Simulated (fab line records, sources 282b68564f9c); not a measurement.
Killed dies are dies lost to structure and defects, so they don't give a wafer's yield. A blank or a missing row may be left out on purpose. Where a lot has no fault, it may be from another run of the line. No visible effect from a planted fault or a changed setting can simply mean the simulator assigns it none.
Code-filled problem report in 8D (eight disciplines) form	flow rit_cmos	the parts of the form that need people (team, actions taken, sign-off) are left out

== 1. PROBLEM STATEMENT ==
Mean of killed_at_contacts at RIT_M1_PROBE_99: 34.7 across 6 wafers in 2 lots; on wafers with no fault it is 0.1 (standard deviation 0.28). So: +99 or more standard deviations from the usual mean.
Earliest sighting: wafer L581.1 on prober-02 at day 7 22:36. Wafers with a number at this step in the record: 6, from 2 lots. The rule behind "out" and "out of limits": a value lying over 4 standard deviations away from the usual mean. All remaining wafers that have a number are taken as sound.

== 2. WHAT IT IS, AND WHAT IT ISN'T ==
question	is	is not
which readings at this step	killed_at_contacts, killed_dies	killed_at_front_end, killed_open, killed_short
which lots	L581, L583	-
which wafers of those lots	all that have a number	-
read on which tools	prober-01, prober-02	-
when	from day 7 22:36	up to then (0 sound wafers)

== 3. WHAT RULES OUT EACH SUSPECT ==
Counting: a tool at a process step up to the reading stays a suspect if it ran every lot that is out and no sound lot after the first of them.
- rie_diel-03 at RIT_CONTACT_ETCH_11 (etches SiO2 in CHF3/CF4/Ar, stops on TiSi2, target depth 480 nm, time 320 s): kept. It ran every lot that is out, first L581 (day 7 17:05), and no sound lot after that.
The count leaves rie_diel-03 at RIT_CONTACT_ETCH_11.

== 4. THE CAUSE (what the simulator had put in) ==
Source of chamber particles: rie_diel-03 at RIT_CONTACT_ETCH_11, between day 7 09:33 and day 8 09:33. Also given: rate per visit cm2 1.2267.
This tool alone remained once counting was done.

== 5. THE CHAIN OF EFFECTS, in route order ==
One row per reading whose mean, taken over the struck wafers that have a number, lies over 3 standard deviations from the usual. Only readings whose record carries a usual standard deviation are examined. hours: median over the lots of the time between each lot's start at the first step of this table that gives one and its start at this step. sigmas: the change, counted in usual standard deviations.
hours	step	reading	usual	on struck wafers	change	sigmas
0	RIT_M1_PROBE_99	killed_at_contacts	0.1	34.7	+34.6	+99 or more
0	RIT_M1_PROBE_99	killed_dies	7.1	39.7	+32.6	+11
It contains these process steps:
- RIT_M1_PROBE_99

== 6. WHAT WOULD HAVE CAUGHT IT SOONER ==
First out-of-limits reading in this record: day 7 22:36, which is 13 hours after fault onset at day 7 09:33.
Tool readings at RIT_CONTACT_ETCH_11 with a usual standard deviation given in the record: none out on any struck wafer, hence no alarm at a limit of 4 standard deviations on them.
By day 7 22:36, every lot that is out (2) had started RIT_CONTACT_ETCH_11 on rie_diel-03. A hold on the tool at that time would have spared none of them.
